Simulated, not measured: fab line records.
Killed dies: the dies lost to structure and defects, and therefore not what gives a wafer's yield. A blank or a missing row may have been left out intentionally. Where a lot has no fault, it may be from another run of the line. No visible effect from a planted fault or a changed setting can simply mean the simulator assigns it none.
Struck lot and sound lot, side by side -- flow rit-cmos -- 33 out of 202 route steps
Sound: wafers L874.3, L874.4, L874.5. Wafers L868.1, L868.2, L868.6 were the ones struck. The cause is named last.
At each step with rows: each side's tool, then ch and its chambers, then its first start. Under that, the readings that differ: sound wafers -- struck wafers -- difference of the means -- sigmas: that difference in standard deviations of wafers without a fault.
alike: readings whose means differ by less than 2 such deviations, and words and numbers that are the same on both sides. not compared: withheld readings, readings that some wafer has no value for, bounds like >300 that may hide the same value, and numbers for which the record gives no deviation and whose values overlap.
Wherever a step has rows on one side only, a row that says differs or no value, or a row with sigmas, the two part there. Non-overlapping numbers with no deviation appear without sigmas and do not part them. A reading that every wafer of one side lacks parts them only if that side has two wafers or more.

RIT_ACTIVE_BOW_MEAS_00:
  sound on film-metro-02 at day 3 22:02; struck on film-metro-02 at day 2 16:00
  alike: INCOMING_BOW
RIT_ACTIVE_OXIDATION_01: target thk 46.8 nm, ox time 3360 s.
  sound on furnace-03 ch 0, day 3 22:10; struck on furnace-04 ch 0, day 2 17:23
reading,sound,struck,difference,sigmas
ox-temp-c (C),999.9 1000.0 998.8,1000.6 1001.0 1000.6,+1.2,+3
model.SiO2_of_ACTIVE_OXIDATION_01.thk-nm (nm),46.87 46.67 47.25,29.6 30.19 29.06,-17.3,
  alike: tube_center_temp_C_max, zone-power-source-pct
RIT_ACTIVE_THK_MEAS_02:
  sound on film-metro-04 at day 4 00:08; struck on film-metro-04 at day 2 19:19
reading,sound,struck,difference,sigmas
ACTIVE_OXIDE_THK (nm),46.8 46.7 47.3,29.6 30.3 29.1,-17.3,-21
then, 1 step without rows for these wafers: RIT_ACTIVE_CVD_03 (deposits Si3N4 from SiH2Cl2/NH3, target thk 150 nm, time 1500 s).
RIT_ACTIVE_THK_MEAS_04:
  sound on film-metro-03 at day 4 01:36; struck on film-metro-04 at day 2 20:48
  alike: ACTIVE_NITRIDE_THK
then, 6 steps without rows for these wafers: RIT_ACTIVE_HMDS_05 (prime time 60 s); RIT_ACTIVE_COAT_06 (resist thk 1000 nm); RIT_ACTIVE_SOFTBAKE_07 (time 60 s); RIT_ACTIVE_EXPOSE_08 (exposes mask M1, target cd 1400 nm); RIT_ACTIVE_PEB_09; RIT_ACTIVE_DEVELOP_10 (develop time 50 s).
RIT_ACTIVE_CD_MEAS_11: the cd target is 1400 nm.
  sound on cd-sem-02 at day 4 02:32; struck on cd-sem-02 at day 2 22:01
  alike: cd-nm
then, 1 step without rows for these wafers: RIT_ACTIVE_HARDBAKE_12 (time 60 s).
RIT_ACTIVE_ETCH_13: etches Si3N4 in SF6, stops on SiO2, time 210 s, target depth 210 nm.
  sound on rie-diel-04 ch 0,1,2, day 4 02:46; struck on rie-diel-04 ch 0,1,3, day 2 22:20
  alike: SF6_flow_sccm, drypump-motor-current-A, oes-product-au, throttle-valve-pct
  not compared: rf-hours-counter-h
RIT_ACTIVE_STRIP_14: strips in O2, time 180 s.
  sound on plasma-asher-04 ch 0,1, day 4 02:57; struck on plasma-asher-01 ch 0,1, day 2 22:28
  alike: drypump-motor-current-A, o2-flow-sccm
  not compared: rf-hours-counter-h
RIT_ACTIVE_CD_MEAS_90: the cd target is 1400 nm.
  sound on cd-sem-01 at day 4 03:07; struck on cd-sem-02 at day 2 22:39
  alike: cd-nm
then, 4 steps without rows for these wafers: RIT_ACTIVE_CLEAN_15 (cleans in SC1, time 575.9 s); RIT_ACTIVE_CLEAN_16 (cleans in dHF, time 30 s); RIT_ACTIVE_CLEAN_17 (cleans in SC2, time 600 s); RIT_FOX1_OXIDATION_00 (target thk 350.7 nm, ox time 1130 s).
RIT_FOX1_THK_MEAS_01:
  sound on film-metro-01 at day 4 08:56; struck on film-metro-01 at day 3 01:23
  alike: FOX1_OXIDE_THK
then, 2 steps without rows for these wafers: RIT_FOX1_WET_ETCH_02 (etches SiO2 in BOE, target depth 350 nm, time 390 s); RIT_FOX2_OXIDATION_00 (target thk 350.7 nm, ox time 1130 s).
RIT_FOX2_THK_MEAS_01:
  sound on film-metro-01 at day 4 12:12; struck on film-metro-03 at day 3 02:52
  alike: FOX2_OXIDE_THK
then, 1 step without rows for these wafers: RIT_FOX2_CLEAN_02 (cleans in dHF, time 180 s).
RIT_FOX2_WET_ETCH_03: etches Si3N4 in H3PO4, target depth 195 nm, time 2700 s.
  sound on wet-bench-02 ch 2, day 4 12:18; struck on wet-bench-02 ch 0, day 3 02:59
reading,sound,struck,difference,sigmas
model.SiO2_of_ACTIVE_OXIDATION_01.thk-nm (nm),41.51 41.34 41.87,26.35 26.86 25.86,-15.22,
  alike: bath-guard-temp-C
RIT_FOX2_THK_MEAS_90:
  sound on film-metro-01 at day 4 13:09; struck on film-metro-01 at day 3 03:49
  alike: FIELD_OXIDE_LEFT_1_THK
then, 4 steps without rows for these wafers: RIT_NWELL_HMDS_00 (prime time 60 s); RIT_NWELL_COAT_01 (resist thk 1300 nm); RIT_NWELL_SOFTBAKE_02 (time 60 s); RIT_NWELL_EXPOSE_03 (exposes mask M2, target cd 43900 nm).
RIT_GATE_ETCH_19: etches poly-Si in SF6/CHF3/O2, stops on SiO2, time 165 s, target depth 312.5 nm.
  sound on rie-si-02 ch 0,1,3, day 5 15:01; struck on rie-si-01 ch 0,2,3, day 3 22:43
  alike: SF6_flow_sccm, drypump-motor-current-A, oes-product-au, throttle-valve-pct
  not compared: rf-hours-counter-h, model.GATE.cd-nm
RIT_M1_PROBE_99:
  sound on prober-02 at day 6 14:57; struck on prober-02 at day 4 18:46
  alike: killed-at-front-end, killed-dies, killed-open, killed-short

WHERE THEY PART
Last at RIT_ACTIVE_THK_MEAS_02 as far as this record goes, first at RIT_ACTIVE_OXIDATION_01. Later steps at which nothing parts them and some readings are alike: RIT_ACTIVE_THK_MEAS_04, RIT_ACTIVE_CD_MEAS_11, RIT_ACTIVE_ETCH_13, RIT_ACTIVE_STRIP_14, RIT_ACTIVE_CD_MEAS_90, RIT_FOX1_THK_MEAS_01, RIT_FOX2_THK_MEAS_01, RIT_FOX2_WET_ETCH_03, RIT_FOX2_THK_MEAS_90, RIT_GATE_ETCH_19, RIT_M1_PROBE_99.

WHY: what the simulator had put in
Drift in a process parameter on furnace-04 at RIT_ACTIVE_OXIDATION_01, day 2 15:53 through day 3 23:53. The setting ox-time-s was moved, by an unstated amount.
